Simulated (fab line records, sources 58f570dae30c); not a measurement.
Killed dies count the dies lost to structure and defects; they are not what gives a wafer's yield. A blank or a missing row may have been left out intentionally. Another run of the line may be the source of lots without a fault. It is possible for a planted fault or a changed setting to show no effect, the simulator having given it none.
Lot-split experiment || flow berkeley-cmos170 || on a route of 331 steps: 5 lots, 23 wafers read

ON THE SPLIT
At UCB170_NWELL_ETCH_13 (etches Si3N4 in CH3F/Ar/O2, stops on SiO2, target depth 246.4 nm, time 154 s), the setting rf-w was moved away from the recipe's 450 W on 9 of the 23 wafers read, by -10.0% to +8.0%. For the rest of the wafers, this setting stayed at what the recipe calls for.

The reading comes from the split's own step.

THE READING
KrF_of_NWELL_COAT_07.thk-nm (the simulator's own value, which no gauge read), in nm, at UCB170_NWELL_ETCH_13 (etches Si3N4 in CH3F/Ar/O2, stops on SiO2, target depth 246.4 nm, time 154 s). The file gives no usual value for it. Here, 14 wafers ran the recipe; their average is 722.9 nm with a standard deviation of 3 nm.

{"wafer": "L076.1", "tool, chamber at the split": "rie-diel-04, 2", "rf-w as run, W": 450, "against the recipe": "recipe", "KrF_of_NWELL_COAT_07.thk-nm, nm": 720, "against lot-mates on the recipe": "-"}
{"wafer": "L076.2", "tool, chamber at the split": "rie-diel-04, 3", "rf-w as run, W": 406.2, "against the recipe": "-9.7%", "KrF_of_NWELL_COAT_07.thk-nm, nm": 727.6, "against lot-mates on the recipe": "+6.0"}
{"wafer": "L076.4", "tool, chamber at the split": "rie-diel-04, 1", "rf-w as run, W": 450, "against the recipe": "recipe", "KrF_of_NWELL_COAT_07.thk-nm, nm": 722.1, "against lot-mates on the recipe": "-"}
{"wafer": "L076.5", "tool, chamber at the split": "rie-diel-04, 1", "rf-w as run, W": 450, "against the recipe": "recipe", "KrF_of_NWELL_COAT_07.thk-nm, nm": 722.6, "against lot-mates on the recipe": "-"}
{"wafer": "L076.6", "tool, chamber at the split": "rie-diel-04, 0", "rf-w as run, W": 406.2, "against the recipe": "-9.7%", "KrF_of_NWELL_COAT_07.thk-nm, nm": 732.6, "against lot-mates on the recipe": "+11.0"}
{"wafer": "L078.2", "tool, chamber at the split": "rie-diel-04, 1", "rf-w as run, W": 450, "against the recipe": "recipe", "KrF_of_NWELL_COAT_07.thk-nm, nm": 719.6, "against lot-mates on the recipe": "-"}
{"wafer": "L078.3", "tool, chamber at the split": "rie-diel-04, 2", "rf-w as run, W": 450, "against the recipe": "recipe", "KrF_of_NWELL_COAT_07.thk-nm, nm": 718, "against lot-mates on the recipe": "-"}
{"wafer": "L078.6", "tool, chamber at the split": "rie-diel-04, 3", "rf-w as run, W": 450, "against the recipe": "recipe", "KrF_of_NWELL_COAT_07.thk-nm, nm": 718.3, "against lot-mates on the recipe": "-"}
{"wafer": "L081.1", "tool, chamber at the split": "rie-diel-03, 1", "rf-w as run, W": 486.2, "against the recipe": "+8.0%", "KrF_of_NWELL_COAT_07.thk-nm, nm": 715.4, "against lot-mates on the recipe": -10.2}
{"wafer": "L081.2", "tool, chamber at the split": "rie-diel-03, 3", "rf-w as run, W": 486.2, "against the recipe": "+8.0%", "KrF_of_NWELL_COAT_07.thk-nm, nm": 716.7, "against lot-mates on the recipe": -8.9}
{"wafer": "L081.3", "tool, chamber at the split": "rie-diel-03, 2", "rf-w as run, W": 450, "against the recipe": "recipe", "KrF_of_NWELL_COAT_07.thk-nm, nm": 725.3, "against lot-mates on the recipe": "-"}
{"wafer": "L081.5", "tool, chamber at the split": "rie-diel-03, 0", "rf-w as run, W": 486.2, "against the recipe": "+8.0%", "KrF_of_NWELL_COAT_07.thk-nm, nm": 716.4, "against lot-mates on the recipe": -9.2}
{"wafer": "L081.6", "tool, chamber at the split": "rie-diel-03, 3", "rf-w as run, W": 450, "against the recipe": "recipe", "KrF_of_NWELL_COAT_07.thk-nm, nm": 725.9, "against lot-mates on the recipe": "-"}
{"wafer": "L082.1", "tool, chamber at the split": "rie-diel-04, 3", "rf-w as run, W": 450, "against the recipe": "recipe", "KrF_of_NWELL_COAT_07.thk-nm, nm": 725.7, "against lot-mates on the recipe": "-"}
{"wafer": "L082.2", "tool, chamber at the split": "rie-diel-04, 2", "rf-w as run, W": 405.1, "against the recipe": "-10.0%", "KrF_of_NWELL_COAT_07.thk-nm, nm": 730.9, "against lot-mates on the recipe": "+5.5"}
{"wafer": "L082.3", "tool, chamber at the split": "rie-diel-04, 1", "rf-w as run, W": 450, "against the recipe": "recipe", "KrF_of_NWELL_COAT_07.thk-nm, nm": 728.5, "against lot-mates on the recipe": "-"}
{"wafer": "L082.4", "tool, chamber at the split": "rie-diel-04, 0", "rf-w as run, W": 405.1, "against the recipe": "-10.0%", "KrF_of_NWELL_COAT_07.thk-nm, nm": 735.5, "against lot-mates on the recipe": "+10.1"}
{"wafer": "L082.6", "tool, chamber at the split": "rie-diel-04, 2", "rf-w as run, W": 450, "against the recipe": "recipe", "KrF_of_NWELL_COAT_07.thk-nm, nm": 721.9, "against lot-mates on the recipe": "-"}
{"wafer": "L084.1", "tool, chamber at the split": "rie-diel-01, 1", "rf-w as run, W": 450, "against the recipe": "recipe", "KrF_of_NWELL_COAT_07.thk-nm, nm": 725.1, "against lot-mates on the recipe": "-"}
{"wafer": "L084.2", "tool, chamber at the split": "rie-diel-01, 3", "rf-w as run, W": 450, "against the recipe": "recipe", "KrF_of_NWELL_COAT_07.thk-nm, nm": 723.4, "against lot-mates on the recipe": "-"}
{"wafer": "L084.3", "tool, chamber at the split": "rie-diel-01, 2", "rf-w as run, W": 410.4, "against the recipe": "-8.8%", "KrF_of_NWELL_COAT_07.thk-nm, nm": 737.4, "against lot-mates on the recipe": "+13.1"}
{"wafer": "L084.4", "tool, chamber at the split": "rie-diel-01, 0", "rf-w as run, W": 450, "against the recipe": "recipe", "KrF_of_NWELL_COAT_07.thk-nm, nm": 724.3, "against lot-mates on the recipe": "-"}
{"wafer": "L084.5", "tool, chamber at the split": "rie-diel-01, 2", "rf-w as run, W": 410.4, "against the recipe": "-8.8%", "KrF_of_NWELL_COAT_07.thk-nm, nm": 735, "against lot-mates on the recipe": "+10.7"}

THE FIT
A straight line over all 23 wafers: KrF_of_NWELL_COAT_07.thk-nm changes by -0.989 nm for each +1% of rf-w; r = -0.87; the points scatter about the line by 3.2 nm.
The same after taking each lot's own level away (the mean of its wafers on the recipe; 23 wafers): -1.04 nm for each +1%; r = -0.94; scatter 2.1 nm.
Per that fit: largest rf-w move, reading shift of 10 nm.
Measured against the standard deviation above, the lots' own levels, which go from 718.63 to 725.60 nm, span 2.3 times it.
Consequently the slope shifts little with the lot-to-lot level, the two slopes agreeing.
Check: +10.9 nm against its lot-mates is what the line predicts for one of the wafers moved furthest among these (-10.0%) when that wafer is left out of the fit. It came out at +5.53 nm against them.

THE WHOLE CHAIN: every reading that the file lists as answering this split, in the file's order
{"step": "UCB170_NWELL_ETCH_13", "what it does": "etches Si3N4 in CH3F/Ar/O2, stops on SiO2, target depth 246.4 nm, time 154 s", "reading": "KrF_of_NWELL_COAT_07.thk-nm (the simulator's own value, which no gauge read)", "change (the file's fit)": "-1.01 nm for each +1% of the setting", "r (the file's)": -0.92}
{"step": "UCB170_NWELL_STRIP_15", "what it does": "strips in O2", "reading": "strip-time-to-endpoint-s", "change (the file's fit)": "withheld for each +1% of the setting", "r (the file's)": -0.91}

FILE'S OWN FIT
KrF_of_NWELL_COAT_07.thk-nm changes by -1.01 nm for each +1% of rf-w, r = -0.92.
